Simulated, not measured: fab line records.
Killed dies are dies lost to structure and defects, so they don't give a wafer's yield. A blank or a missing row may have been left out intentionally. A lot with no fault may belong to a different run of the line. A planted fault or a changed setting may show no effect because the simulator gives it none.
The tool behind it: which one? / flow rit-cmos / 13 lots (39 wafers sampled), 1 step of a 202-step route

## WHAT EACH GAUGE READ, for each wafer
No reading from a measuring or inspecting step in the record can be judged against a usual standard deviation.

## TOOL THAT RAN EACH LOT (tool first, then ch and the chambers of the sampled wafers, then the start)
lot=L488; RIT_PSD_STRIP_09=plasma-asher-01 ch 0,1, day 3 03:31
lot=L490; RIT_PSD_STRIP_09=plasma-asher-03 ch 0,1, day 3 10:50
lot=L491; RIT_PSD_STRIP_09=plasma-asher-03 ch 0,1, day 3 15:44
lot=L493; RIT_PSD_STRIP_09=plasma-asher-01 ch 0,1, day 4 03:39
lot=L496; RIT_PSD_STRIP_09=plasma-asher-01 ch 0,1, day 4 16:35
lot=L500; RIT_PSD_STRIP_09=plasma-asher-03 ch 0,1, day 5 12:16
lot=L501; RIT_PSD_STRIP_09=plasma-asher-01 ch 0,1, day 5 16:59
lot=L505; RIT_PSD_STRIP_09=plasma-asher-01 ch 0,1, day 6 16:31
lot=L506; RIT_PSD_STRIP_09=plasma-asher-01 ch 0,1, day 7 00:22
lot=L507; RIT_PSD_STRIP_09=plasma-asher-01 ch 0,1, day 7 05:02
lot=L508; RIT_PSD_STRIP_09=plasma-asher-02 ch 0,1, day 7 09:27
lot=L509; RIT_PSD_STRIP_09=plasma-asher-03 ch 0,1, day 7 14:20
lot=L511; RIT_PSD_STRIP_09=plasma-asher-01 ch 0,1, day 7 20:54
- RIT_PSD_STRIP_09: strips in O2, time 180 s.

## WHAT THE TOOLS THEMSELVES READ (means of the sampled wafers that have a number; where no wafer has one, the mark that the record gives instead)
RIT_PSD_STRIP_09.
lot=L488; tool=plasma-asher-01; drypump-motor-current-A (A)=5.7; run-length-s (s)=208.2
lot=L490; tool=plasma-asher-03; drypump-motor-current-A (A)=5.7; run-length-s (s)=207.8
lot=L491; tool=plasma-asher-03; drypump-motor-current-A (A)=5.3; run-length-s (s)=207.7
lot=L493; tool=plasma-asher-01; drypump-motor-current-A (A)=5.7; run-length-s (s)=208.2
lot=L496; tool=plasma-asher-01; drypump-motor-current-A (A)=5.4; run-length-s (s)=208.4
lot=L500; tool=plasma-asher-03; drypump-motor-current-A (A)=5.7; run-length-s (s)=117.4
lot=L501; tool=plasma-asher-01; drypump-motor-current-A (A)=5.4; run-length-s (s)=208.2
lot=L505; tool=plasma-asher-01; drypump-motor-current-A (A)=5.6; run-length-s (s)=208.2
lot=L506; tool=plasma-asher-01; drypump-motor-current-A (A)=5.6; run-length-s (s)=208.2
lot=L507; tool=plasma-asher-01; drypump-motor-current-A (A)=5.4; run-length-s (s)=208.6
lot=L508; tool=plasma-asher-02; drypump-motor-current-A (A)=5.6; run-length-s (s)=207.9
lot=L509; tool=plasma-asher-03; drypump-motor-current-A (A)=5.7; run-length-s (s)=207.8
lot=L511; tool=plasma-asher-01; drypump-motor-current-A (A)=5.6; run-length-s (s)=208.0

## THE ANSWER, worked out from the rows above alone
Rule: the lots themselves supply what counts as usual. Put in order of their means at a reading, lots are off if they are a third of the lots or fewer, leave a main group of 4 or more, and stand apart from it by a gap of 3 or more times the standard deviation of the main group's means; of several such gaps the widest counts. A main group is skipped when, at the precision printed for the reading in the tables above, its means are all equal. Also off: a lot with no number at a reading for which 4 or more lots have one. Where the step has rows for the other lots, those lots are counted as sound. The gauges are gone through in route order, then the tools' own readings, and for those a lot's mean is taken as printed above. At the first step where some lot is off, the reading lying furthest off is the one used; lots without a number count as furthest.
Off at RIT_PSD_STRIP_09 (run-length-s): L500. The main group has a mean of 208.1 s with a standard deviation of 0.25.
If a tool, at that step or one of the process steps before it, ran each lot that is off and ran no sound lot following the first of them, it fits. None of those tried fits.

## WHAT THE SIMULATOR HAD PUT IN
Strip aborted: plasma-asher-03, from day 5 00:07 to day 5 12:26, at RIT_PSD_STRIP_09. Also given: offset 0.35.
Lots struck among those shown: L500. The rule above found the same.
